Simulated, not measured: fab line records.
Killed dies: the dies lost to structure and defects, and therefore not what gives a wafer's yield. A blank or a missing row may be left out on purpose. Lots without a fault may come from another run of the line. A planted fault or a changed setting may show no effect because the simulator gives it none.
fab line records    flow rit-cmos
record lots=6  wafers=18  last-day=6
route steps=202 shown NLDD@110 PLDD@114 SPACER@125 NSD@131 PSD@142 M1@202
lots that met no fault: from a run of the same line without faults
start-h: the number of hours between the record's first day and the start of the first shown wafer of the lot    wait-h: hours since the lot's step before    " unchanged from the row above    L1.1+2: one row covering several wafers at once    - value missing, or start not given    * or withheld: withheld    < > ~ a bound
route shown NAME@n: NAME is a module with steps in the file, n the number in the route of the first one    usual: mean/standard deviation taken from wafers without a fault    same: alike in all rows    chamber/n: place in a boat    sites: readings site by site    _std_site: the values' standard deviation    _edge_site: outer sites' mean less inner sites'    radius-mm: for every site, how far away it sits from the centre of the wafer    mask NAME#n: copy n    behind: the tool/chamber that last shaped the wafer    hold: reason for holding the lot/hours on hold/outcome of the hold    device: the n, p or np transistor that did not switch    end of line: the tests these same wafers got at the end of their route    a step given without rows: its recipe and nothing more    killed: the dies lost at the first sort to structure and to defects; this is not the yield of the wafer    map: per-die view of a wafer (x killed, . not killed, _ where there is no die)
set.NAME: the setting the step ran with; set.NAME@STEP: the setting that earlier step ran with    model.NAME: the simulator's own value behind a step, which no gauge read
lots at selected steps of the route; one table per step, one row per wafer
services: the hour from which a tool's chamber was out of use, counted from the record's first day as start-h (under 0 if before that day), plus the number of hours and why
## steps
# step RIT_NLDD_HARDBAKE_07
# recipe resist=NOVOLAK  temp-c=140  time-s=60
# step RIT_NLDD_IMPLANT_08
# recipe species=P  energy-kev=20  dose-cm2=5e+14  tilt-deg=7
# step RIT_NLDD_STRIP_09
# recipe chemistry=O2  time-s=180  resist=NOVOLAK  platen-temp-c=withheld  power-w=500  pressure-mtorr=4000  o2-flow-sccm=4000
# usual drypump-motor-current-A=5.5/0.48
# same time-s=180
lot.wafer  tool             chamber  start-h  wait-h  drypump-motor-current-A  rf-hours-counter-h
L772.2     plasma-asher-01  0        52.47    0.1     5.2                      41
L772.4     "                0        "        "       5.2                      -
L772.6     "                0        "        "       5.2                      -
L774.2     plasma-asher-01  0        62.46    0.1     5.2                      42
L774.3     "                0        "        "       5.2                      -
L774.5     "                1        "        "       6.0                      -
L781.1     plasma-asher-01  0        96.37    0.1     5.2                      47
L781.2     "                1        "        "       5.9                      47
L781.3     "                1        "        "       5.9                      -
L782.1     plasma-asher-01  0        105.22   0.1     5.2                      48
L782.3     "                0        "        "       5.2                      -
L782.5     "                0        "        "       5.2                      -
L783.1     plasma-asher-02  0        107.28   0.1     6.1                      43
L783.2     "                1        "        "       4.8                      43
L783.4     "                0        "        "       6.1                      -
L786.1     plasma-asher-03  1        122.59   0.1     6.1                      33
L786.3     "                1        "        "       6.1                      -
L786.4     "                0        "        "       4.9                      -
# step RIT_NLDD_TW_MEAS_10
# usual NLDD_TW=2465/17
lot.wafer  tool           chamber  start-h  wait-h  NLDD_TW
L772.2     film-metro-03  -        52.66    0.1     2482
L772.4     "              -        "        "       2490
L772.6     "              -        "        "       2475
L774.2     film-metro-03  -        62.65    0.1     2474
L774.3     "              -        "        "       2497
L774.5     "              -        "        "       2486
L781.1     film-metro-04  -        96.54    0.1     2467
L781.2     "              -        "        "       2450
L781.3     "              -        "        "       2452
L782.1     film-metro-02  -        105.39   0.1     2456
L782.3     "              -        "        "       2462
L782.5     "              -        "        "       2452
L783.1     film-metro-04  -        107.45   0.1     2441
L783.2     "              -        "        "       2462
L783.4     "              -        "        "       2452
L786.1     film-metro-03  -        122.76   0.1     2482
L786.3     "              -        "        "       2479
L786.4     "              -        "        "       2482
# step RIT_PLDD_HMDS_00
# recipe prime-time-s=60  prime-temp-c=140
# step RIT_PLDD_COAT_01
# recipe resist=NOVOLAK  spin-rpm=3250  resist-thk-nm=1000
# step RIT_PLDD_SOFTBAKE_02
# recipe resist=NOVOLAK  temp-c=90  time-s=60
# step RIT_PLDD_EXPOSE_03
# recipe mask-id=M8  na=0.57  target-cd-nm=40900  dose-mj=250
# step RIT_PLDD_PEB_04
# recipe resist=NOVOLAK  temp-c=withheld  time-s=withheld
# step RIT_PLDD_DEVELOP_05
# recipe resist=NOVOLAK  develop-time-s=50  dev-temp-c=23
# step RIT_PLDD_OVL_MEAS_06
# usual PLDD_OVL=0.0/1.5
lot.wafer  tool        chamber  start-h  wait-h  PLDD_OVL[nm]
L772.2     overlay-02  -        53.56    -       -1.5
L772.4     "           -        "        "       -1.0
L772.6     "           -        "        "       -0.3
L774.2     overlay-02  -        63.68    -       1.3
L774.3     "           -        "        "       2.3
L774.5     "           -        "        "       1.5
L781.1     overlay-02  -        97.45    -       -1.4
L781.2     "           -        "        "       -0.9
L781.3     "           -        "        "       -2.6
L782.1     overlay-01  -        106.67   -       -0.7
L782.3     "           -        "        "       0.1
L782.5     "           -        "        "       -1.9
L783.1     overlay-01  -        108.49   -       2.5
L783.2     "           -        "        "       1.4
L783.4     "           -        "        "       1.9
L786.1     overlay-01  -        123.67   -       1.1
L786.3     "           -        "        "       0.4
L786.4     "           -        "        "       1.1
# step RIT_PLDD_HARDBAKE_07
# recipe resist=NOVOLAK  temp-c=140  time-s=60
# step RIT_PLDD_IMPLANT_08
# recipe species=BF2  energy-kev=20  dose-cm2=9e+14  tilt-deg=7
# usual dose-ions-cm2=8.999e+14/9.7e+11  end-station-pressure-torr=7.2e-06/4e-07  faraday-current-uA=2820/54
# same implant-ion-amu=49
lot.wafer  tool          chamber  start-h  wait-h  dose-ions-cm2  end-station-pressure-torr  faraday-current-uA
L772.2     implanter-04  0        53.77    0.1     9.002e+14      6.9e-06                    2805
L772.4     "             0        "        "       9.005e+14      7e-06                      2743
L772.6     "             0        "        "       9.008e+14      7.1e-06                    2697
L774.2     implanter-04  0        63.88    0.1     9.011e+14      7.3e-06                    2745
L774.3     "             0        "        "       9.011e+14      6.9e-06                    2796
L774.5     "             0        "        "       8.996e+14      8e-06                      2766
L781.1     implanter-04  0        97.64    0.1     1.789e+14      5.5e-06                    556
L781.2     "             0        "        "       1.811e+14      5.4e-06                    584
L781.3     "             0        "        "       1.808e+14      5.3e-06                    568
L782.1     implanter-04  0        106.98   0.1     1.792e+14      5.3e-06                    571
L782.3     "             0        "        "       1.794e+14      5.3e-06                    582
L782.5     "             0        "        "       1.8e+14        5.2e-06                    569
L783.1     implanter-03  0        108.67   0.1     8.988e+14      7.3e-06                    2815
L783.2     "             0        "        "       8.995e+14      7.5e-06                    2833
L783.4     "             0        "        "       8.979e+14      6.5e-06                    2914
L786.1     implanter-01  0        123.86   0.1     9.009e+14      7.6e-06                    2760
L786.3     "             0        "        "       9.023e+14      7.2e-06                    2751
L786.4     "             0        "        "       9.006e+14      7.3e-06                    2891
# step RIT_PLDD_STRIP_09
# recipe chemistry=O2  time-s=180  resist=NOVOLAK  platen-temp-c=withheld  power-w=500  pressure-mtorr=4000  o2-flow-sccm=4000
# usual drypump-motor-current-A=5.7/0.46
# same time-s=180
lot.wafer  tool             chamber  start-h  wait-h  drypump-motor-current-A  rf-hours-counter-h
L772.2     plasma-asher-01  0        53.89    0.1     5.2                      41
L772.4     "                0        "        "       5.2                      -
L772.6     "                0        "        "       5.2                      -
L774.2     plasma-asher-04  1        64.01    0.1     6.5                      43
L774.3     "                1        "        "       6.5                      -
L774.5     "                1        "        "       6.5                      -
L781.1     plasma-asher-04  0        97.79    0.1     5.8                      48
L781.2     "                1        "        "       6.5                      48
L781.3     "                1        "        "       6.5                      -
L782.1     plasma-asher-01  1        107.13   0.1     6.0                      48
L782.3     "                0        "        "       5.2                      -
L782.5     "                0        "        "       5.2                      -
L783.1     plasma-asher-04  0        108.82   0.1     5.8                      49
L783.2     "                1        "        "       6.4                      49
L783.4     "                1        "        "       6.5                      -
L786.1     plasma-asher-01  1        124.01   0.1     5.9                      50
L786.3     "                1        "        "       5.9                      -
L786.4     "                0        "        "       5.2                      -
# step RIT_PLDD_TW_MEAS_10
# usual PLDD_TW=2329/13
lot.wafer  tool           chamber  start-h  wait-h  PLDD_TW
L772.2     film-metro-02  -        54.08    0.1     2308
L772.4     "              -        "        "       2302
L772.6     "              -        "        "       2315
L774.2     film-metro-03  -        64.19    0.1     2338
L774.3     "              -        "        "       2342
L774.5     "              -        "        "       2350
L781.1     film-metro-04  -        97.96    0.1     1473
L781.2     "              -        "        "       1481
L781.3     "              -        "        "       1461
L782.1     film-metro-02  -        107.30   0.1     1458
L782.3     "              -        "        "       1459
L782.5     "              -        "        "       1478
L783.1     film-metro-04  -        109.00   0.1     2329
L783.2     "              -        "        "       2317
L783.4     "              -        "        "       2323
L786.1     film-metro-02  -        124.18   0.1     2326
L786.3     "              -        "        "       2340
L786.4     "              -        "        "       2328
# step RIT_SPACER_CLEAN_00
# recipe chemistry=SC1  mix=3:3:50  time-s=600  temp-c=75
# step RIT_SPACER_CLEAN_01
# recipe chemistry=dHF  dilution=50:1  time-s=30
# step RIT_SPACER_CLEAN_02
# recipe chemistry=SC2  mix=3:3:50  time-s=600  temp-c=75  dry=n2-spin
# step RIT_SPACER_CVD_03
# recipe material=Si3N4  target-thk-nm=250  temp-c=810  precursor=SiH2Cl2/NH3  time-s=3300  pressure-mtorr=300  sih2cl2-flow-sccm=60  nh3-flow-sccm=150
# step RIT_SPACER_THK_MEAS_04
# recipe reads=Si3N4_of_SPACER_CVD_03
# usual SPACER_NITRIDE_THK=251.0/2.2
lot.wafer  tool           chamber  start-h  wait-h  SPACER_NITRIDE_THK[nm]
L772.2     film-metro-01  -        56.72    0.0     252.1
L772.4     "              -        "        "       252.1
L772.6     "              -        "        "       251.4
L774.2     film-metro-03  -        66.55    0.0     254.1
L774.3     "              -        "        "       253.3
L774.5     "              -        "        "       255.1
L781.1     film-metro-04  -        101.23   0.0     253.7
L781.2     "              -        "        "       253.9
L781.3     "              -        "        "       250.8
L782.1     film-metro-03  -        110.67   0.0     249.8
L782.3     "              -        "        "       250.7
L782.5     "              -        "        "       251.3
L783.1     film-metro-01  -        112.91   0.0     248.3
L783.2     "              -        "        "       247.8
L783.4     "              -        "        "       250.5
L786.1     film-metro-01  -        126.54   0.0     254.9
L786.3     "              -        "        "       253.0
L786.4     "              -        "        "       252.9
# step RIT_SPACER_ETCHBACK_05
# recipe target-depth-a=2500  SF6_flow_sccm=30  CHF3_flow_sccm=30  target=Si3N4  chemistry=SF6/CHF3  pressure-mtorr=40  rf-w=250  time-s=240  stop-on=SiO2
# usual drypump-motor-current-A=6.1/0.36  oes-product-au=0.848/0.013  throttle-valve-pct=10.30/0.15
# same time-s=240
lot.wafer  tool         chamber  start-h  wait-h  drypump-motor-current-A  oes-product-au  rf-hours-counter-h  throttle-valve-pct
L772.2     rie-diel-02  2        56.77    0.0     5.9                      0.853           159                 10.24
L772.4     "            0        "        "       6.7                      0.853           64                  10.06
L772.6     "            2        "        "       5.9                      0.845           -                   10.26
L774.2     rie-diel-02  3        66.60    0.0     6.5                      0.871           152                 10.50
L774.3     "            0        "        "       6.7                      0.854           64                  10.05
L774.5     "            1        "        "       5.7                      0.846           -                   10.38
L781.1     rie-diel-04  2        101.29   0.1     6.2                      0.867           160                 10.21
L781.2     "            1        "        "       5.5                      0.856           34                  10.30
L781.3     "            3        "        "       6.0                      0.857           4                   10.25
L782.1     rie-diel-02  3        110.73   0.1     6.5                      0.864           152                 10.47
L782.3     "            0        "        "       6.7                      0.838           65                  10.04
L782.5     "            1        "        "       5.7                      0.843           -                   10.40
L783.1     rie-diel-03  1        112.97   0.1     6.0                      0.846           14                  10.22
L783.2     "            0        "        "       5.9                      0.826           21                  10.44
L783.4     "            2        "        "       6.0                      0.844           8                   10.43
L786.1     rie-diel-03  2        126.60   0.1     6.0                      0.854           8                   10.41
L786.3     "            3        "        "       6.3                      0.856           3                   10.56
L786.4     "            0        "        "       5.9                      0.851           21                  10.43
# step RIT_NSD_HMDS_00
# recipe prime-time-s=60  prime-temp-c=140
# step RIT_NSD_COAT_01
# recipe resist=NOVOLAK  spin-rpm=3250  resist-thk-nm=1000
# step RIT_NSD_SOFTBAKE_02
# recipe resist=NOVOLAK  temp-c=90  time-s=60
# step RIT_NSD_EXPOSE_03
# recipe mask-id=M9  na=0.57  target-cd-nm=40700  dose-mj=250
# step RIT_NSD_PEB_04
# recipe resist=NOVOLAK  temp-c=withheld  time-s=withheld
# step RIT_NSD_DEVELOP_05
# recipe resist=NOVOLAK  develop-time-s=50  dev-temp-c=23
# step RIT_NSD_OVL_MEAS_06
# usual NSD_OVL=1.2/1.3
lot.wafer  tool        chamber  start-h  wait-h  NSD_OVL[nm]
L772.2     overlay-01  -        57.97    -       2.1
L772.4     "           -        "        "       -0.9
L772.6     "           -        "        "       1.3
L774.2     overlay-02  -        67.61    -       4.3
L774.3     "           -        "        "       2.8
L774.5     "           -        "        "       2.4
L781.1     overlay-02  -        102.29   -       1.1
L781.2     "           -        "        "       1.7
L781.3     "           -        "        "       2.8
L782.1     overlay-02  -        111.95   -       0.4
L782.3     "           -        "        "       0.9
L782.5     "           -        "        "       3.2
L783.1     overlay-02  -        113.97   -       -0.7
L783.2     "           -        "        "       1.3
L783.4     "           -        "        "       -1.0
L786.1     overlay-02  -        127.60   -       1.9
L786.3     "           -        "        "       0.3
L786.4     "           -        "        "       0.0
# step RIT_NSD_HARDBAKE_07
# recipe resist=NOVOLAK  temp-c=140  time-s=60
# step RIT_NSD_IMPLANT_08
# recipe species=P  energy-kev=25  dose-cm2=1e+15  tilt-deg=7
# step RIT_NSD_STRIP_09
# recipe chemistry=O2  time-s=180  resist=NOVOLAK  platen-temp-c=withheld  power-w=500  pressure-mtorr=4000  o2-flow-sccm=4000
# usual drypump-motor-current-A=5.8/0.48
# same time-s=180
lot.wafer  tool             chamber  start-h  wait-h  drypump-motor-current-A  rf-hours-counter-h
L772.2     plasma-asher-01  1        58.30    0.1     6.0                      41
L772.4     "                0        "        "       5.2                      -
L772.6     "                0        "        "       5.2                      -
L774.2     plasma-asher-04  1        67.94    0.1     6.5                      44
L774.3     "                0        "        "       5.8                      -
L774.5     "                0        "        "       5.8                      -
L781.1     plasma-asher-01  0        102.62   0.1     5.2                      47
L781.2     "                1        "        "       5.9                      47
L781.3     "                0        "        "       5.2                      -
L782.1     plasma-asher-01  1        112.35   0.2     6.0                      49
L782.3     "                0        "        "       5.2                      -
L782.5     "                0        "        "       5.2                      -
L783.1     plasma-asher-01  1        114.31   0.1     5.9                      49
L783.2     "                0        "        "       5.2                      49
L783.4     "                1        "        "       5.9                      -
L786.1     plasma-asher-04  0        127.94   0.1     5.8                      51
L786.3     "                0        "        "       5.8                      -
L786.4     "                1        "        "       6.5                      -
# step RIT_NSD_TW_MEAS_10
# usual NSD_TW=3090/23
lot.wafer  tool           chamber  start-h  wait-h  NSD_TW
L772.2     film-metro-03  -        58.48    0.1     3104
L772.4     "              -        "        "       3117
L772.6     "              -        "        "       3103
L774.2     film-metro-02  -        68.12    0.1     3081
L774.3     "              -        "        "       3077
L774.5     "              -        "        "       3072
L781.1     film-metro-03  -        102.80   0.1     3120
L781.2     "              -        "        "       3140
L781.3     "              -        "        "       3136
L782.1     film-metro-03  -        112.52   0.1     3122
L782.3     "              -        "        "       3112
L782.5     "              -        "        "       3118
L783.1     film-metro-04  -        114.48   0.1     3084
L783.2     "              -        "        "       3074
L783.4     "              -        "        "       3072
L786.1     film-metro-04  -        128.11   0.1     3080
L786.3     "              -        "        "       3091
L786.4     "              -        "        "       3105
# step RIT_PSD_HMDS_00
# recipe prime-time-s=60  prime-temp-c=140
# step RIT_PSD_COAT_01
# recipe resist=NOVOLAK  spin-rpm=3250  resist-thk-nm=1000
# step RIT_PSD_SOFTBAKE_02
# recipe resist=NOVOLAK  temp-c=90  time-s=60
# step RIT_PSD_EXPOSE_03
# recipe mask-id=M10  na=0.57  target-cd-nm=40900  dose-mj=250
# step RIT_PSD_PEB_04
# recipe resist=NOVOLAK  temp-c=withheld  time-s=withheld
# step RIT_PSD_DEVELOP_05
# recipe resist=NOVOLAK  develop-time-s=50  dev-temp-c=23
# step RIT_PSD_OVL_MEAS_06
# usual PSD_OVL=0.3/1.3
lot.wafer  tool        chamber  start-h  wait-h  PSD_OVL[nm]
L772.2     overlay-01  -        59.51    -       -0.9
L772.4     "           -        "        "       1.5
L772.6     "           -        "        "       1.4
L774.2     overlay-02  -        69.03    -       1.2
L774.3     "           -        "        "       -1.1
L774.5     "           -        "        "       -0.1
L781.1     overlay-01  -        103.83   -       1.4
L781.2     "           -        "        "       2.6
L781.3     "           -        "        "       1.0
L782.1     overlay-01  -        113.43   -       -0.2
L782.3     "           -        "        "       1.0
L782.5     "           -        "        "       0.7
L783.1     overlay-02  -        115.39   -       1.9
L783.2     "           -        "        "       2.4
L783.4     "           -        "        "       1.2
L786.1     overlay-02  -        129.02   -       0.6
L786.3     "           -        "        "       0.7
L786.4     "           -        "        "       -0.6
# step RIT_PSD_HARDBAKE_07
# recipe resist=NOVOLAK  temp-c=140  time-s=60
# step RIT_PSD_IMPLANT_08
# recipe species=BF2  energy-kev=27  dose-cm2=5e+15  tilt-deg=7
# step RIT_PSD_STRIP_09
# recipe chemistry=O2  time-s=180  resist=NOVOLAK  platen-temp-c=withheld  power-w=500  pressure-mtorr=4000  o2-flow-sccm=4000
# usual drypump-motor-current-A=5.9/0.57
# same time-s=180
lot.wafer  tool             chamber  start-h  wait-h  drypump-motor-current-A  rf-hours-counter-h
L772.2     plasma-asher-04  1        59.84    0.1     6.5                      42
L772.4     "                1        "        "       6.5                      -
L772.6     "                0        "        "       5.8                      -
L774.2     plasma-asher-04  0        69.36    0.1     5.8                      44
L774.3     "                0        "        "       5.8                      -
L774.5     "                1        "        "       6.5                      -
L781.1     plasma-asher-02  1        104.17   0.1     4.9                      43
L781.2     "                0        "        "       6.2                      43
L781.3     "                0        "        "       6.2                      -
L782.1     plasma-asher-03  0        113.77   0.1     4.9                      31
L782.3     "                0        "        "       4.9                      -
L782.5     "                1        "        "       6.1                      -
L783.1     plasma-asher-03  0        115.73   0.1     4.9                      31
L783.2     "                1        "        "       6.1                      31
L783.4     "                1        "        "       6.1                      -
L786.1     plasma-asher-04  1        129.36   0.1     6.4                      51
L786.3     "                1        "        "       6.5                      -
L786.4     "                0        "        "       5.8                      -
# step RIT_SDANNEAL_RS_MEAS_06
# recipe thk-meas-gauge=four-point-probe
# usual PLDD_RS=178.5/0.46
lot.wafer  tool           chamber  start-h  wait-h  PLDD_RS[ohm/sq]
L772.2     film-metro-02  -        60.76    0.1     178.6
L772.4     "              -        "        "       179.1
L772.6     "              -        "        "       178.5
L774.2     film-metro-04  -        70.30    0.1     179.8
L774.3     "              -        "        "       179.6
L774.5     "              -        "        "       179.4
L781.1     film-metro-04  -        105.07   0.1     588.9
L781.2     "              -        "        "       581.7
L781.3     "              -        "        "       594.0
L782.1     film-metro-03  -        114.67   0.1     610.7
L782.3     "              -        "        "       601.7
L782.5     "              -        "        "       595.3
L783.1     film-metro-02  -        116.66   0.1     178.4
L783.2     "              -        "        "       178.3
L783.4     "              -        "        "       178.3
L786.1     film-metro-04  -        130.29   0.1     177.7
L786.3     "              -        "        "       178.0
L786.4     "              -        "        "       178.2
# step RIT_M1_PROBE_99
# usual killed-at-contacts=0.1/0.3  killed-at-front-end=7.1/3  killed-dies=7.3/3  killed-open=3.6/2  killed-short=3.5/1.9
# same gross-dies=264  killed_at_M0_to_M3=0  killed_at_M4_up=0  killed-at-back-side=0  killed-at-other=0
lot.wafer  tool       chamber  start-h  wait-h  killed-at-contacts  killed-at-front-end  killed-dies  killed-open  killed-short
L774.2     prober-01  -        78.52    0.1     0                   4                    4            2            2
L774.3     prober-01  -        78.57    0.2     0                   8                    8            3            5
L774.5     prober-01  -        78.67    0.2     0                   4                    4            3            1
L781.1     prober-02  -        112.54   0.1     0                   8                    8            3            5
L781.2     prober-02  -        112.59   0.1     0                   6                    6            3            3
L781.3     prober-02  -        112.64   0.2     0                   8                    8            4            4
L782.1     prober-01  -        122.15   0.1     0                   6                    6            0            6
L782.3     prober-01  -        122.25   0.2     0                   3                    3            1            2
L782.5     prober-01  -        122.35   0.2     0                   2                    2            2            0
L783.1     prober-02  -        124.20   0.1     0                   6                    6            2            4
L783.2     prober-02  -        124.25   0.1     1                   3                    4            3            1
L783.4     prober-02  -        124.35   0.2     0                   6                    6            2            4
L786.1     prober-01  -        138.37   0.1     0                   5                    5            4            1
L786.3     prober-01  -        138.47   0.2     0                   6                    6            5            1
L786.4     prober-01  -        138.52   0.2     0                   4                    4            1            3
# killed by level:class
L774.2 GATE:geometric-particle:short=2 FOX2:geometric-particle:open=1 GATE:geometric-particle:open=1
L774.3 GATE:geometric-particle:short=3 GATE:geometric-particle:open=2 REOX:geometric-particle:open=1 SPACER:geometric-particle:short=1 SILICIDE:geometric-particle:short=1
L774.5 GATE:geometric-particle:open=2 GATE:geometric-particle:short=1 SPACER:geometric-particle:open=1
L781.1 SILICIDE:geometric-particle:open=2 GATE:geometric-particle:short=2 REOX:geometric-particle:short=2 GATE:geometric-particle:open=1 SPACER:geometric-particle:short=1
L781.2 GATE:geometric-particle:open=2 SILICIDE:geometric-particle:short=2 GATE:geometric-particle:short=1 SILICIDE:geometric-particle:open=1
L781.3 GATE:geometric-particle:short=2 GATE:geometric-particle:open=2 FOX1:geometric-particle:open=1 FOX2:geometric-particle:open=1 REOX:geometric-particle:short=1 SILICIDE:geometric-particle:short=1
L782.1 GATE:geometric-particle:short=3 REOX:geometric-particle:short=3
L782.3 FOX1:geometric-particle:short=1 GATE:geometric-particle:short=1 REOX:geometric-particle:open=1
L782.5 GATE:geometric-particle:open=1 SILICIDE:geometric-particle:open=1
L783.1 FOX2:geometric-particle:short=2 GATE:geometric-particle:open=2 FOX1:geometric-particle:short=1 REOX:geometric-particle:short=1
L783.2 GATE:geometric-particle:open=1 GATE:geometric-particle:short=1 SPACER:geometric-particle:open=1 CONTACT:geometric-particle:open=1
L783.4 GATE:geometric-particle:open=2 FOX1:geometric-particle:short=1 FOX2:geometric-particle:short=1 GATE:geometric-particle:short=1 REOX:geometric-particle:short=1
L786.1 GATE:geometric-particle:open=3 FOX1:geometric-particle:open=1 FOX1:geometric-particle:short=1
L786.3 GATE:geometric-particle:open=2 FOX2:geometric-particle:open=1 REOX:geometric-particle:open=1 SPACER:geometric-particle:short=1 SPACER:geometric-particle:open=1
L786.4 GATE:geometric-particle:short=2 GATE:geometric-particle:open=1 REOX:geometric-particle:short=1
## services
tool             chamber  start-h  hours  kind
plasma-asher-03  -        44.61    4.5    repair
rie-diel-03      2        46.45    9.0    repair
rie-diel-04      -        48.42    15.2   repair
rie-diel-03      0        58.11    2.8    repair
rie-diel-03      1        72.59    11.7   repair
rie-diel-03      2        83.28    2.2    repair
rie-diel-04      0        83.70    4.1    repair
rie-diel-02      2        95.63    -      clean
rie-diel-02      2        95.63    36.7   scheduled-down
rie-diel-02      2        95.63    36.7   vent-cycle
rie-diel-03      3        103.44   3.8    repair
rie-diel-04      2        104.53   -      clean
rie-diel-04      2        104.53   24.1   scheduled-down
rie-diel-04      2        104.53   24.1   vent-cycle
plasma-asher-02  -        108.75   9.0    pm
plasma-asher-02  0        108.75   9.0    vent-cycle
plasma-asher-02  1        108.75   9.0    vent-cycle
plasma-asher-03  -        110.13   0.6    repair
rie-diel-02      1        115.91   2.9    repair
plasma-asher-02  0        117.75   -      clean
plasma-asher-02  1        117.75   -      clean
plasma-asher-02  -        120.17   14.6   pm
## key
first-sign step=RIT_PLDD_IMPLANT_08  reading=dose-ions-cm2  direction=down  sigmas=99+  usual=8.999e+14  struck=1.799e+14
effect step=RIT_PLDD_IMPLANT_08  reading=faraday-current-uA  direction=down  sigmas=42  usual=2820  struck=572
effect step=RIT_PLDD_TW_MEAS_10  reading=PLDD_TW  direction=down  sigmas=68  usual=2329  struck=1469
effect step=RIT_SDANNEAL_RS_MEAS_06  reading=PLDD_RS  direction=up  sigmas=99+  usual=178.5  struck=595.4
met-at RIT_PLDD_IMPLANT_08
struck-wafers L781.1,L781.2,L781.3,L782.1,L782.3,L782.5
tester-left-out L781,L782
onset-between 63.88 97.64
fault kind=process-parameter-drift  tool=implanter-04  chamber=-  onset-h=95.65  steps=RIT_PLDD_IMPLANT_08  channel=dose-cm2  offset=-7.2e+14  shape=step  end-h=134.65  acts-in=these-recipes-only  stated=9e+14
# tester-left-out: of these lots the tester's yield and bins aren't shown, on N5 and GAA mostly nor the transistor test; their killed dies are dies lost to structure and defects alone, not to doping, threshold or leakage, so they don't give the yield
